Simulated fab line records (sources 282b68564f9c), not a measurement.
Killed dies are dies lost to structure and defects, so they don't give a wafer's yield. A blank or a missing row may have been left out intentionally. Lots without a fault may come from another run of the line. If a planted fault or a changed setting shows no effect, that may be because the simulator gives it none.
The tool behind it: which one? | flow rit_cmos | 15 lots with 44 wafers sampled at 2 steps, on a route of 202 steps

== WHAT THE GAUGES SHOWED, per wafer ==
RIT_CONTACT_OVL_MEAS_09. Usual: CONTACT_OVL -0.7 nm, standard deviation 1.5.
lot  | measured    | on         | CONTACT_OVL (nm)     | flag
L719 | day 3 16:05 | overlay-01 | -0.9 -1.1 -4.0       |
L720 | day 3 20:30 | overlay-02 | -2.0 0.0 -2.6        |
L721 | day 4 04:25 | overlay-02 | -4.6 -3.5 -2.9       |
L723 | day 4 12:04 | overlay-02 | -0.4 -2.1 -2.6       |
L724 | day 4 14:53 | overlay-02 | -0.4 0.3 1.4         |
L726 | day 5 01:39 | overlay-01 | 0.0 -2.7 -1.6        |
L728 | day 5 08:34 | overlay-02 | 0.0 -0.5 -0.8        |
L730 | day 5 20:16 | overlay-02 | -0.4 0.9 -0.9        |
L732 | day 6 02:41 | overlay-01 | 0.9 -0.8 1.5         |
L733 | day 6 13:09 | overlay-01 | -1.7 0.0 0.4         |
L736 | day 7 03:43 | overlay-02 | -2.0 -4.1 0.3        |
L737 | day 7 06:22 | overlay-01 | -149.5 -149.8 -150.5 | OFF
L738 | day 7 13:49 | overlay-02 | -151.1 -150.7        | OFF
L739 | day 7 19:02 | overlay-01 | -149.8 -148.6 -148.5 | OFF
L741 | day 8 04:04 | overlay-01 | -0.4 0.8 -0.3        |

== WHAT TOOL EACH LOT RAN ON (gives the tool, then ch and the chambers of the sampled wafers, and finally the start) ==
lot  | RIT_CONTACT_EXPOSE_05
L719 | iline_stepper-01 ch 0, day 3 15:28
L720 | iline_stepper-02 ch 0, day 3 19:52
L721 | iline_stepper-01 ch 0, day 4 03:47
L723 | iline_stepper-01 ch 0, day 4 11:26
L724 | iline_stepper-02 ch 0, day 4 14:07
L726 | iline_stepper-02 ch 0, day 5 01:02
L728 | iline_stepper-02 ch 0, day 5 07:55
L730 | iline_stepper-02 ch 0, day 5 19:38
L732 | iline_stepper-02 ch 0, day 6 02:03
L733 | iline_stepper-01 ch 0, day 6 12:32
L736 | iline_stepper-01 ch 0, day 7 03:05
L737 | iline_stepper-01 ch 0, day 7 05:46
L738 | iline_stepper-01 ch 0, day 7 13:13
L739 | iline_stepper-01 ch 0, day 7 18:23
L741 | iline_stepper-02 ch 0, day 8 03:26
- RIT_CONTACT_EXPOSE_05: exposes mask M11, target cd 1000 nm.

== WHAT THE TOOLS THEMSELVES READ (means of the sampled wafers that have a number; where no wafer has one, the mark that the record gives instead) ==
RIT_CONTACT_EXPOSE_05. Usual: exposure_dose_mJ_cm2 249.90, standard deviation 0.29; focus_offset_nm 0.1 nm, standard deviation 0.53.
lot  | tool             | exposure_dose_mJ_cm2 | focus_offset_nm (nm) | flag
L719 | iline_stepper-01 | 250.24               | 0.1                  |
L720 | iline_stepper-02 | 249.72               | -0.3                 |
L721 | iline_stepper-01 | 249.99               | 1.1                  |
L723 | iline_stepper-01 | 249.84               | 0.7                  |
L724 | iline_stepper-02 | 249.69               | 0.8                  |
L726 | iline_stepper-02 | 250.09               | 0.4                  |
L728 | iline_stepper-02 | 250.23               | 0.6                  |
L730 | iline_stepper-02 | 249.62               | -0.1                 |
L732 | iline_stepper-02 | 249.90               | -0.2                 |
L733 | iline_stepper-01 | 249.55               | -0.0                 |
L736 | iline_stepper-01 | 249.82               | -0.4                 |
L737 | iline_stepper-01 | 249.58               | -0.3                 |
L738 | iline_stepper-01 | 250.11               | 0.2                  |
L739 | iline_stepper-01 | 249.83               | -0.6                 |
L741 | iline_stepper-02 | 250.15               | -0.7                 |

== THE ANSWER, worked out from the rows above alone ==
Rule: a lot is off if the mean of its wafers that have a number lies more than 3 standard deviations from the usual mean. Also off: a lot with no number at a reading for which 4 or more lots have one. All remaining lots with rows at the step are treated as sound. First the gauges in route order, then the tools' own readings, where a lot's mean is used as printed above. At the first step where some lot is off, the reading lying furthest off is the one used; lots without a number count as furthest.
Off: at RIT_CONTACT_OVL_MEAS_09 (CONTACT_OVL), L737, L738, L739.
A tool fits if, at a process step before that reading, it ran every lot that is off, and no sound lot after the first of them. The gauges at RIT_CONTACT_OVL_MEAS_09 are tried like those tools. One fits: RIT_CONTACT_EXPOSE_05 on iline_stepper-01. Its last sound lot is L736 (day 7 03:05), its first lot that is off L737 (day 7 05:46): a fault that began between those two fits.

== WHAT HAD BEEN PUT IN BY THE SIMULATOR ==
Scanner matching overlay: iline_stepper-01, from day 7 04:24 on, at RIT_CONTACT_EXPOSE_05. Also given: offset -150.
Shown lots that were struck: L737, L738, L739. The rule given above showed the same thing.
